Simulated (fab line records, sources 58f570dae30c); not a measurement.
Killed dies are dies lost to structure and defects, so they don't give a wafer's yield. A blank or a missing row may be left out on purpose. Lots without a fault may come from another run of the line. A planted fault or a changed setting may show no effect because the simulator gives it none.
Tool commonality check | flow berkeley_cmos170 | 14 lots, 48 wafers sampled

WHY IT WAS OPENED
At UCB170_SILICIDE_RS_MEAS_02 the reading SILICIDE_TI_RS is flagged on 2 of 14 lots. Wafers without a fault read 25.2 ohm/sq, standard deviation 0.36.
Rule: a lot is flagged when every wafer of it that has a number lies more than 4 standard deviations from that mean, or none has a number. The other lots count as sound.

lot  | measured     | on            | SILICIDE_TI_RS (ohm/sq), wafer by wafer | flag
L953 | day 7 13:33  | film_metro-03 | 25.0 25.5 25.1                          |
L956 | day 8 06:46  | film_metro-04 | 25.0 24.9 25.4                          |
L955 | day 8 06:56  | film_metro-03 | 25.5 25.5 25.2                          |
L959 | day 9 11:57  | film_metro-04 | 25.6 24.6 24.9                          |
L961 | day 9 11:58  | film_metro-01 | 24.8 25.2 25.2                          |
L960 | day 9 12:24  | film_metro-01 | 25.3 25.3 25.4                          |
L962 | day 10 02:13 | film_metro-03 | 24.9 25.4 24.8                          |
L964 | day 10 02:33 | film_metro-04 | 25.5 25.3 24.9                          |
L965 | day 10 17:34 | film_metro-03 | 24.6 25.4 24.9                          |
L966 | day 10 18:19 | film_metro-03 | 25.6 25.5 25.2                          |
L968 | day 11 06:32 | film_metro-04 | 37.9 37.7 37.9 38.2 38.0 38.3           | FLAGGED
L970 | day 11 19:01 | film_metro-01 | 24.6 24.8 24.8                          |
L972 | day 12 04:27 | film_metro-04 | 36.7 36.5 35.5 37.0 36.9 36.0           | FLAGGED
L974 | day 12 16:58 | film_metro-03 | 25.3 25.3 25.0                          |
The numbers of the flagged lots are 37.2 ohm/sq on average: +12.0 ohm/sq against the usual, or +33 standard deviations.

WHICH TOOL RAN EACH LOT
The record holds 2 process steps before the reading, out of a route of 331 steps. In each cell: the tool, then ch and the chambers that the sampled wafers went through, then the start.
lot  | flag    | UCB170_BACKSIDE_STRIP_03             | UCB170_SILICIDE_SPUTTER_01
L953 |         | plasma_asher-01 ch 0,1, day 7 12:33  | pvd_sputter-04, day 7 13:30
L956 |         | plasma_asher-01 ch 0,1, day 8 05:47  | pvd_sputter-04, day 8 06:44
L955 |         | plasma_asher-04 ch 0,1, day 8 05:58  | pvd_sputter-02, day 8 06:54
L959 |         | plasma_asher-04 ch 0,1, day 9 10:58  | pvd_sputter-03, day 9 11:55
L961 |         | plasma_asher-01 ch 0,1, day 9 10:59  | pvd_sputter-04, day 9 11:56
L960 |         | plasma_asher-02 ch 0,1, day 9 11:25  | pvd_sputter-02, day 9 12:22
L962 |         | plasma_asher-02 ch 1, day 10 01:14   | pvd_sputter-03, day 10 02:11
L964 |         | plasma_asher-01 ch 0,1, day 10 01:35 | pvd_sputter-02, day 10 02:31
L965 |         | plasma_asher-02 ch 0,1, day 10 16:34 | pvd_sputter-03, day 10 17:32
L966 |         | plasma_asher-01 ch 0,1, day 10 17:20 | pvd_sputter-02, day 10 18:14
L968 | FLAGGED | plasma_asher-01 ch 0,1, day 11 05:32 | pvd_sputter-02, day 11 06:27
L970 |         | plasma_asher-02 ch 0,1, day 11 18:02 | pvd_sputter-04, day 11 18:57
L972 | FLAGGED | plasma_asher-02 ch 0,1, day 12 03:25 | pvd_sputter-02, day 12 04:24
L974 |         | plasma_asher-01 ch 0,1, day 12 15:58 | pvd_sputter-04, day 12 16:53
What these steps do:
- UCB170_BACKSIDE_STRIP_03: strips in O2.
- UCB170_SILICIDE_SPUTTER_01: material Ti, target thk 30 nm, time 25.77 s.
- UCB170_SILICIDE_RS_MEAS_02: measures by four-point-probe.

FLAGGED OVER TOTAL, TOOL BY TOOL (the gauges that took the reading come last)
step                       | tool            | lots run | flagged | share of the flagged lots | sound lots run after its first flagged lot
UCB170_BACKSIDE_STRIP_03   | plasma_asher-01 | 7        | 1       | some                      | 1 (L974)
UCB170_BACKSIDE_STRIP_03   | plasma_asher-02 | 5        | 1       | some                      | 0
UCB170_BACKSIDE_STRIP_03   | plasma_asher-04 | 2        | 0       | none                      | -
UCB170_SILICIDE_SPUTTER_01 | pvd_sputter-02  | 6        | 2       | all                       | 0
UCB170_SILICIDE_SPUTTER_01 | pvd_sputter-03  | 3        | 0       | none                      | -
UCB170_SILICIDE_SPUTTER_01 | pvd_sputter-04  | 5        | 0       | none                      | -
UCB170_SILICIDE_RS_MEAS_02 | film_metro-01   | 3        | 0       | none                      | -
UCB170_SILICIDE_RS_MEAS_02 | film_metro-03   | 6        | 0       | none                      | -
UCB170_SILICIDE_RS_MEAS_02 | film_metro-04   | 5        | 2       | all                       | 0

WHAT THE TABLE ALLOWS
2 rows of the table ran every flagged lot: pvd_sputter-02 at UCB170_SILICIDE_SPUTTER_01, film_metro-04 at UCB170_SILICIDE_RS_MEAS_02.
- pvd_sputter-02 at UCB170_SILICIDE_SPUTTER_01: 2 of its 6 lots flagged. Its last sound lot is L966 (day 10 18:14), its first flagged lot L968 (day 11 06:27): a fault that began between those two fits.
- film_metro-04 at UCB170_SILICIDE_RS_MEAS_02: 2 of its 5 lots flagged. Its last sound lot is L964 (day 10 02:33), its first flagged lot L968 (day 11 06:32): a fault that began between those two fits.
Counting lots can't tell these 2 tools apart, because each fits a fault that began at some hour. More lots, or a look at what each step does to the wafer, might.

WHAT THE SIMULATOR HAD PUT IN
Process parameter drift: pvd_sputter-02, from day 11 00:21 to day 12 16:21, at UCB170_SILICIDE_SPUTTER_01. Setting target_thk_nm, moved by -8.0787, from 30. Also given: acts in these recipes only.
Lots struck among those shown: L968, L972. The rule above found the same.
